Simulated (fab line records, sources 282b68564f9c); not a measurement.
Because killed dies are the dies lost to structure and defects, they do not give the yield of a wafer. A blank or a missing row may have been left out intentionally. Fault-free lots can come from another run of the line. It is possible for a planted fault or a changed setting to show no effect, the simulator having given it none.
2 desks looking at one fault / flow rit cmos / each desk has only its own numbers; what lay behind them comes last

== THE TOOL OWNER'S DESK: litho track-01 ==
The tool's own readings at RIT_M1_SOFTBAKE_05 (time 60 s): means of the sampled wafers that have a number, for each lot that ran on this tool. Any lot whose mean is over 4 standard deviations away from the usual mean is out of limits and marked OUT; that distance is given in the brackets.
Columns: A = chill plate temp C at RIT_M1_SOFTBAKE_05, usual 23.01 C; B = heater power total W at RIT_M1_SOFTBAKE_05, usual 34.56 W; C = plate temp C at RIT_M1_SOFTBAKE_05, usual 90.00 C
lot=L770; first seen here=day 4 04:10; A=22.98; B=34.55; C=90.03
lot=L775; first seen here=day 5 11:40; A=22.95; B=35.80 (+26) OUT; C=92.38 (+17) OUT
lot=L777; first seen here=day 6 03:16; A=23.10; B=35.80 (+26) OUT; C=92.12 (+15) OUT
This desk's verdict: out of limits on L775, L777, starting with L775 at day 5 11:40 (heater power total W at RIT_M1_SOFTBAKE_05). Within limits: L770.

== THE METROLOGY DESK ==
Means of the sampled wafers that have a number, per lot and without regard to the tool the lot ran on: this is what the gauges read. Any lot whose mean is over 4 standard deviations away from the usual mean is out of limits and marked OUT; that distance is given in the brackets.
Columns: A = CONTACT_OVL at RIT_CONTACT_OVL_MEAS_09, usual -0.5 nm; B = cd nm at RIT_CONTACT_CD_MEAS_90, usual 1000.1 nm; C = M1_AL_RS at RIT_M1_RS_MEAS_01, usual 0.0733 ohm/sq; D = M1_AL_THK at RIT_M1_THK_MEAS_02, usual 402 nm; E = cd nm at RIT_M1_CD_MEAS_09, usual 2600.1 nm
lot=L769; first seen here=day 3 21:39; A=0.5; B=998.0; C=0.0735; D=400; E=2597.4
lot=L770; first seen here=day 4 02:21; A=0.4; B=996.7; C=0.0734; D=398; E=2602.2
lot=L775; first seen here=day 5 09:50; A=-1.2; B=1003.5; C=0.0731; D=402; E=2600.1
lot=L776; first seen here=day 5 10:08; A=-1.0; B=999.2; C=0.0728; D=409; E=2601.0
lot=L777; first seen here=day 6 01:16; A=0.3; B=1005.2; C=0.0741; D=395; E=2599.8
lot=L784; first seen here=day 7 16:00; A=-1.1; B=998.2; C=0.0742; D=394; E=2600.8
Finding of this desk: none of the 6 lots has anything out of limits.

== TAKEN TOGETHER ==
At day 5 11:40, on L775, L777, the tool owner's desk was in a position to raise an alarm.
Nothing out of limits was seen by the metrology desk.
The metrology desk holds a record of L775, L777, inside its limits.
The lots listed all ran RIT_M1_SOFTBAKE_05 on litho track-01.

== WHAT WAS PUT IN BY THE SIMULATOR ==
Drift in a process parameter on litho track-01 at RIT_M1_SOFTBAKE_05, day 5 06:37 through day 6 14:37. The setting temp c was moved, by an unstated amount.
Shown lots that were struck: L775, L777.
Each desk's first reading out of limits, in hours after the fault started: the tool owner's desk, 5.
